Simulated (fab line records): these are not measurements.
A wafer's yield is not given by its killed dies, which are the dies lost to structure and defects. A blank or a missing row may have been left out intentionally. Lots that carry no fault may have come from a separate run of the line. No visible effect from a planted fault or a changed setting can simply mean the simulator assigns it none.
Check of tool commonality / flow rit_cmos / Sample size 15 lots and 45 wafers

== REASON FOR OPENING ==
At RIT_ACTIVE_THK_MEAS_04 the reading ACTIVE_NITRIDE_THK is flagged on 3 of 15 lots. No-fault wafers: 149.7 nm, standard deviation 1.3.
Rule: a lot is flagged when every wafer of it that has a number lies more than 4 standard deviations from that mean, or none has a number. All remaining lots are regarded as sound.

lot=L241; measured=day 1 13:32; on=film_metro-03; ACTIVE_NITRIDE_THK (nm), wafer by wafer=148.6 149.1 148.3; flag=
lot=L242; measured=day 1 19:20; on=film_metro-01; ACTIVE_NITRIDE_THK (nm), wafer by wafer=150.8 150.7 151.0; flag=
lot=L243; measured=day 2 01:50; on=film_metro-01; ACTIVE_NITRIDE_THK (nm), wafer by wafer=149.9 149.1 150.1; flag=
lot=L244; measured=day 2 04:44; on=film_metro-03; ACTIVE_NITRIDE_THK (nm), wafer by wafer=149.5 149.0 150.3; flag=
lot=L245; measured=day 2 11:08; on=film_metro-02; ACTIVE_NITRIDE_THK (nm), wafer by wafer=149.8 150.5 149.8; flag=
lot=L246; measured=day 2 14:32; on=film_metro-02; ACTIVE_NITRIDE_THK (nm), wafer by wafer=151.9 150.9 149.4; flag=
lot=L247; measured=day 2 20:24; on=film_metro-03; ACTIVE_NITRIDE_THK (nm), wafer by wafer=149.5 149.9 149.1; flag=
lot=L251; measured=day 3 17:13; on=film_metro-01; ACTIVE_NITRIDE_THK (nm), wafer by wafer=122.2 121.9 120.6; flag=FLAGGED
lot=L252; measured=day 3 20:32; on=film_metro-03; ACTIVE_NITRIDE_THK (nm), wafer by wafer=121.5 120.7 120.1; flag=FLAGGED
lot=L253; measured=day 4 02:14; on=film_metro-02; ACTIVE_NITRIDE_THK (nm), wafer by wafer=150.0 149.7 149.1; flag=
lot=L254; measured=day 4 07:25; on=film_metro-02; ACTIVE_NITRIDE_THK (nm), wafer by wafer=120.2 121.2 120.5; flag=FLAGGED
lot=L256; measured=day 4 16:32; on=film_metro-02; ACTIVE_NITRIDE_THK (nm), wafer by wafer=147.1 146.2 147.7; flag=
lot=L258; measured=day 5 02:32; on=film_metro-02; ACTIVE_NITRIDE_THK (nm), wafer by wafer=149.2 149.8 148.4; flag=
lot=L260; measured=day 5 13:14; on=film_metro-01; ACTIVE_NITRIDE_THK (nm), wafer by wafer=150.3 150.4 151.1; flag=
lot=L263; measured=day 6 03:32; on=film_metro-02; ACTIVE_NITRIDE_THK (nm), wafer by wafer=148.0 148.0 147.5; flag=
The numbers of the flagged lots are 121.0 nm on average: -28.7 nm against the usual, or -22 standard deviations.

== WHICH TOOL RAN EACH LOT ==
The record keeps 1 process step preceding the reading, out of 202 steps on the route. Every cell lists first the tool, next ch and the chambers used by the sampled wafers, and last the start.
lot=L241; flag=; RIT_ACTIVE_CVD_03=lpcvd-01 ch 0, day 1 12:07
lot=L242; flag=; RIT_ACTIVE_CVD_03=lpcvd-02 ch 1, day 1 17:55
lot=L243; flag=; RIT_ACTIVE_CVD_03=lpcvd-01 ch 0, day 2 00:24
lot=L244; flag=; RIT_ACTIVE_CVD_03=lpcvd-02 ch 1, day 2 03:18
lot=L245; flag=; RIT_ACTIVE_CVD_03=lpcvd-01 ch 0, day 2 09:43
lot=L246; flag=; RIT_ACTIVE_CVD_03=lpcvd-01 ch 1, day 2 13:07
lot=L247; flag=; RIT_ACTIVE_CVD_03=lpcvd-01 ch 0, day 2 18:59
lot=L251; flag=FLAGGED; RIT_ACTIVE_CVD_03=lpcvd-02 ch 1, day 3 15:47
lot=L252; flag=FLAGGED; RIT_ACTIVE_CVD_03=lpcvd-02 ch 1, day 3 19:07
lot=L253; flag=; RIT_ACTIVE_CVD_03=lpcvd-01 ch 0, day 4 00:07
lot=L254; flag=FLAGGED; RIT_ACTIVE_CVD_03=lpcvd-02 ch 1, day 4 05:17
lot=L256; flag=; RIT_ACTIVE_CVD_03=lpcvd-01 ch 1, day 4 15:07
lot=L258; flag=; RIT_ACTIVE_CVD_03=lpcvd-01 ch 0, day 5 01:07
lot=L260; flag=; RIT_ACTIVE_CVD_03=lpcvd-01 ch 1, day 5 11:07
lot=L263; flag=; RIT_ACTIVE_CVD_03=lpcvd-01 ch 1, day 6 02:07
What these steps do:
- RIT_ACTIVE_CVD_03: deposits Si3N4 from SiH2Cl2/NH3, target thk 150 nm, time 1500 s.
- RIT_ACTIVE_THK_MEAS_04

== FLAGGED AGAINST TOTAL, ONE TOOL AT A TIME (gauges that did the reading follow at the end) ==
step=RIT_ACTIVE_CVD_03; tool=lpcvd-01; lots run=10; flagged=0; share of the flagged lots=none; sound lots run after its first flagged lot=-
step=RIT_ACTIVE_CVD_03; tool=lpcvd-02; lots run=5; flagged=3; share of the flagged lots=all; sound lots run after its first flagged lot=0
step=RIT_ACTIVE_THK_MEAS_04; tool=film_metro-01; lots run=4; flagged=1; share of the flagged lots=some; sound lots run after its first flagged lot=1 (L260)
step=RIT_ACTIVE_THK_MEAS_04; tool=film_metro-02; lots run=7; flagged=1; share of the flagged lots=some; sound lots run after its first flagged lot=3 (L256,L258,L263)
step=RIT_ACTIVE_THK_MEAS_04; tool=film_metro-03; lots run=4; flagged=1; share of the flagged lots=some; sound lots run after its first flagged lot=0

== WHAT THE TABLE ALLOWS ==
1 row of the table ran every flagged lot: lpcvd-02 at RIT_ACTIVE_CVD_03.
- lpcvd-02 at RIT_ACTIVE_CVD_03 ran 5 lots, 3 of them flagged. A fault beginning between L244 (day 2 03:18), its last sound lot, and L251 (day 3 15:47), its first flagged one, fits the data.
Left over: one tool, lpcvd-02 at RIT_ACTIVE_CVD_03.

== WHAT HAD BEEN PUT IN BY THE SIMULATOR ==
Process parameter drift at RIT_ACTIVE_CVD_03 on lpcvd-02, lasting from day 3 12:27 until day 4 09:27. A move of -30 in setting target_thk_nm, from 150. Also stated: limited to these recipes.
Struck lots among those shown: L251, L252, L254. The rule given above showed the same thing.
